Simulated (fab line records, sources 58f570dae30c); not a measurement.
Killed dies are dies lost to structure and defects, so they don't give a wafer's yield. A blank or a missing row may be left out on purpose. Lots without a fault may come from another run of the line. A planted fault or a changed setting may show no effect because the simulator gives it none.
Chamber matching | flow berkeley_cmos170 | UCB170_SILICIDE_WET_ETCH_05 on wet_bench-03: 3 sister chambers
The step etches Ti in SPM, time 45 s. 3 wafers are shown with their chamber, then 9 later ones without.

WAFERS WITH THEIR CHAMBER
wafer  | chamber | bath_guard_temp_C (C)
L209.6 | 0       | 120.5
L217.4 | 3       | 118.8
L221.5 | 1       | 119.3

WAFERS WITHOUT THEIR CHAMBER
wafer  | bath_guard_temp_C (C)
L222.1 | 120.0
L222.4 | 120.2
L222.5 | 120.3
L231.2 | 120.7
L231.3 | 120.3
L231.4 | 120.3
L232.2 | 120.5
L232.4 | 120.0
L232.5 | 120.2

WHICH CHAMBER EACH WENT THROUGH
wafer  | from the rows above     | in truth
L222.1 | can't be placed: 0 or 1 | 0
L222.4 | can't be placed: 0 or 1 | 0
L222.5 | 0                       | 0
L231.2 | 0                       | 0
L231.3 | 0                       | 0
L231.4 | 0                       | 0
L232.2 | 0                       | 0
L232.4 | can't be placed: 0 or 1 | 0
L232.5 | can't be placed: 0 or 1 | 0
Placed correctly: 5 of 9. Can't be placed from these rows: 4 (the true chamber is among the candidates in 4). Placed wrongly: 0.
How it was worked out, from the rows above alone: a wafer's distance from a chamber is the root of the sum, over the readings, of the square of ((its reading less the chamber's mean) divided by the reading's scatter). The wafer belongs to the nearest chamber; if the next one is less than 2 further off, it can't be placed. A chamber's mean is the mean of its shown wafers. The scatter: with one shown wafer a chamber, the root of the mean of the squares of how far each hidden wafer lies from its nearest shown one.
